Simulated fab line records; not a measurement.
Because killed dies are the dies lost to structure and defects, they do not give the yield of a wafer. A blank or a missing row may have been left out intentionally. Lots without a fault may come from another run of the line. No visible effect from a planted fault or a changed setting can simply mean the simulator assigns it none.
2 desks looking at one fault	flow berkeleyCmos170	only its own numbers are on each desk; what lay behind them is given at the end

== THE METROLOGY DESK ==
Means of the sampled wafers that have a number, per lot and without regard to the tool the lot ran on: this is what the gauges read. The brackets show how far a lot's mean lies from the usual mean; more than 4 standard deviations puts the lot out of limits, marked OUT.
Columns: A = NWELL_OXIDE_THK at UCB170_NWELL_THK_MEAS_02, usual 26.3 nm; B = PLDD_TW at UCB170_PLDD_TW_MEAS_11, usual 1014; C = PLDD_RS at UCB170_SDANNEAL_RS_MEAS_04, usual 1033.4 ohm/sq
lot	first seen here	A	B	C
L817	day 2 03:25	26.7	1009	1030.1
L821	day 3 05:04	25.4	1000	1032.0
L824	day 3 14:00	26.4	1035	1030.9
L823	day 3 14:01	26.7	998	1032.8
L825	day 4 05:49	26.3	1394 (+27) OUT	461.6 (-99 or more) OUT
L827	day 4 15:14	26.1	1026	1033.3
L828	day 4 15:17	26.1	1014	1035.2
L830	day 5 02:52	26.1	996	1030.4
L829	day 5 02:52	26.7	1437 (+30) OUT	462.0 (-99 or more) OUT
L832	day 5 13:44	25.7	1016	1035.5
L834	day 5 22:09	27.2	1014	1032.1
L836	day 6 06:45	25.9	1035	1034.6
L837	day 6 06:46	25.1	1016	1034.4
L838	day 6 15:48	26.9	1032	1034.0
This desk's finding: out of limits on L825, L829; first on L825, day 9 00:22 (PLDD_TW at UCB170_PLDD_TW_MEAS_11). Within limits: L817, L821, L824, L823, L827, L828, L830, L832, L834, L836, L837, L838.

== AT THE TOOL OWNER'S DESK: implanter-02 ==
For each lot that ran on this tool, the mean over its sampled wafers that have a number, from the tool's own readings at UCB170_PLDD_IMPLANT_08. The brackets show how far a lot's mean lies from the usual mean; more than 4 standard deviations puts the lot out of limits, marked OUT.
Columns: A = beamOnS at UCB170_PLDD_IMPLANT_08, usual 10.01 s; B = doseIonsCm2 at UCB170_PLDD_IMPLANT_08, usual 5e+13; C = faradayCurrentUA at UCB170_PLDD_IMPLANT_08, usual 158.4
lot	first seen here	A	B	C
L821	day 7 21:34	9.95	5e+13	159.2
L824	day 8 13:32	9.99	5e+13	158.7
L827	day 8 23:35	10.06	5e+13	157.8
L825	day 8 23:59	37.69 (+99 or more) OUT	2e+14 (+99 or more) OUT	210.8 (+18) OUT
L829	day 9 12:50	37.85 (+99 or more) OUT	2e+14 (+99 or more) OUT	210.0 (+18) OUT
This desk's finding: out of limits on L825, L829; first on L825, day 8 23:59 (beamOnS at UCB170_PLDD_IMPLANT_08). Within limits: L821, L824, L827.

== BROUGHT TOGETHER ==
An alarm could have come from the tool owner's desk at day 8 23:59, on L825, L829.
L825, L829 would have let the metrology desk raise an alarm at day 9 00:22.
The lots listed all ran UCB170_PLDD_IMPLANT_08 on implanter-02.

== WHAT THE SIMULATOR PUT IN ==
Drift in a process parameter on implanter-02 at UCB170_PLDD_IMPLANT_08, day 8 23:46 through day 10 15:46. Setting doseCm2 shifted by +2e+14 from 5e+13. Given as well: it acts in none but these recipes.
Lots struck among those shown: L825, L829.
Fault start to first reading out of limits, in hours, per desk: tool owner, 0; metrology, 1.
